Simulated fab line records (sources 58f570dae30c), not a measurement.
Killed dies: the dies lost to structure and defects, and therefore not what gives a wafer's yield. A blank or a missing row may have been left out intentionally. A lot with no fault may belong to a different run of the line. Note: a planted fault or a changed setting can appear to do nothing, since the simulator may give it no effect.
Chamber matching || flow berkeley cmos170 || UCB170_NWELL_ETCH_13 on rie diel-02: 4 sister chambers
The step etches Si3N4 in CH3F/Ar/O2, stops on SiO2, target depth 246.4 nm, time 154 s. 4 wafers are shown with their chamber, then 8 later ones without.

EACH WAFER AND ITS CHAMBER
{"wafer": "L651.1", "chamber": 2, "drypump motor current A (A)": 5.8}
{"wafer": "L651.2", "chamber": 0, "drypump motor current A (A)": 5.5}
{"wafer": "L651.4", "chamber": 3, "drypump motor current A (A)": 5.0}
{"wafer": "L653.1", "chamber": 1, "drypump motor current A (A)": 5.9}

WAFERS WHOSE CHAMBER IS MISSING
{"wafer": "L653.2", "drypump motor current A (A)": 5.5}
{"wafer": "L653.5", "drypump motor current A (A)": 5.6}
{"wafer": "L656.2", "drypump motor current A (A)": 5.8}
{"wafer": "L656.3", "drypump motor current A (A)": 5.9}
{"wafer": "L656.5", "drypump motor current A (A)": 5.9}
{"wafer": "L659.1", "drypump motor current A (A)": 5.8}
{"wafer": "L659.2", "drypump motor current A (A)": 5.0}
{"wafer": "L659.4", "drypump motor current A (A)": 5.8}

WHICH CHAMBER EACH ONE RAN IN
{"wafer": "L653.2", "from the rows above": 0, "in truth": 0}
{"wafer": "L653.5", "from the rows above": 0, "in truth": 0}
{"wafer": "L656.2", "from the rows above": 2, "in truth": 2}
{"wafer": "L656.3", "from the rows above": 1, "in truth": 1}
{"wafer": "L656.5", "from the rows above": 1, "in truth": 1}
{"wafer": "L659.1", "from the rows above": 2, "in truth": 2}
{"wafer": "L659.2", "from the rows above": 3, "in truth": 3}
{"wafer": "L659.4", "from the rows above": 2, "in truth": 2}
Placed correctly: 8 of 8. From these rows, 0 cannot be placed. 0 placed wrongly.
How it was worked out, from the rows above alone: a wafer's distance from a chamber is the root of the sum, over the readings, of the square of ((its reading less the chamber's mean) divided by the reading's scatter). If the next closest chamber is less than 2 further off than the closest, the wafer can't be placed; otherwise it belongs to the closest. Each chamber's mean is taken over the wafers shown for it. The scatter (one wafer shown for each chamber): square how far every hidden wafer sits from the nearest shown wafer, average those squares and take the square root.
